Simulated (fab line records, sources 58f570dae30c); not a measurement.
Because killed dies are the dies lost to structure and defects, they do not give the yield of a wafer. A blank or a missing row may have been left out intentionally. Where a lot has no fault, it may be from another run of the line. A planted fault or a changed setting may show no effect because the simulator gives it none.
8D (eight disciplines) problem report, filled in by code + flow berkeley_cmos170 + the parts of the form that need people (team, actions taken, sign-off) are left out

1. WHAT WENT WRONG
dose_ions_cm2 at UCB170_PSD_IMPLANT_08 reads a mean of 3e+15 on 9 wafers of 3 lots; wafers without a fault read 3e+15 with a standard deviation of 3.1e+12. Measured from the usual mean, that is +17 standard deviations.
The first sign was on wafer L328.1 at day 11 08:50, on implanter-01. At this step, 45 wafers from 15 lots have a number in the record. Rule for "out", or "out of limits": more than 4 standard deviations from the usual mean. All remaining wafers that have a number are taken as sound.

2. WHAT IT IS, WHAT IT ISN'T
| question                    | is                     | is not                                                                                       |
|-----------------------------|------------------------|----------------------------------------------------------------------------------------------|
| which readings at this step | dose_ions_cm2          | -                                                                                            |
| which lots                  | L325, L328, L330       | L312, L313, L317, L318, L320, L321, L324, L326, L327, L329, L333, L334                       |
| which wafers of those lots  | all that have a number | -                                                                                            |
| read on which tools         | implanter-01           | implanter-03, implanter-04                                                                   |
| when                        | from day 11 08:50      | up to then (21 sound wafers); but 15 sound wafers of L326, L327, L329, L333, L334 came after |

3. SUSPECTS, AND WHAT RULES EACH OUT
Counting: any tool at a process step up to the reading is kept as a suspect provided that every lot that is out went through it and no sound lot did after the first of them.
- implanter-01 at UCB170_PSD_IMPLANT_08: kept. All lots that are out passed through it, beginning with L328 at day 11 08:50, and no sound lot followed; its final sound lot before that point was L320 at day 11 01:43. Its own dose_ions_cm2 readings are out on those wafers.
Left after counting: implanter-01 at UCB170_PSD_IMPLANT_08.

4. THE CAUSE (what the simulator had put in)
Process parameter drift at UCB170_PSD_IMPLANT_08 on implanter-01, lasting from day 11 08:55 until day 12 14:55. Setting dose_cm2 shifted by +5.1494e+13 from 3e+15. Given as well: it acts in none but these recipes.
Counting left only this tool.

5. THE CHAIN OF EFFECTS, in route order
Each row: a reading where the mean over the struck wafers with a number is more than 3 standard deviations away from the usual. Readings are gone through only where the record gives a usual standard deviation; hours: the median, over the lots, of the time from a lot's start at the first step in this table giving one to that lot's start at this step; sigmas: the change measured in usual standard deviations.
| hours | step                  | reading                  | usual   | on struck wafers | change | sigmas |
|-------|-----------------------|--------------------------|---------|------------------|--------|--------|
| 0     | UCB170_PSD_IMPLANT_08 | dose_ions_cm2            | 3e+15   | 3e+15            | +5e+13 | +17    |
| 0     | UCB170_PSD_STRIP_09   | strip_time_to_endpoint_s | 29.41 s | 29.61            | +0.20  | +3.1   |
Here are the process steps it includes:
- UCB170_PSD_IMPLANT_08
- UCB170_PSD_STRIP_09: strips in O2.
Later measuring or inspecting steps at which every struck wafer that the step has a row for has a number for every such reading, and none has moved that far: UCB170_SDANNEAL_RS_MEAS_02.

6. WHAT WOULD HAVE CAUGHT IT SOONER
In this record the first reading out of limits was taken at day 11 08:50.
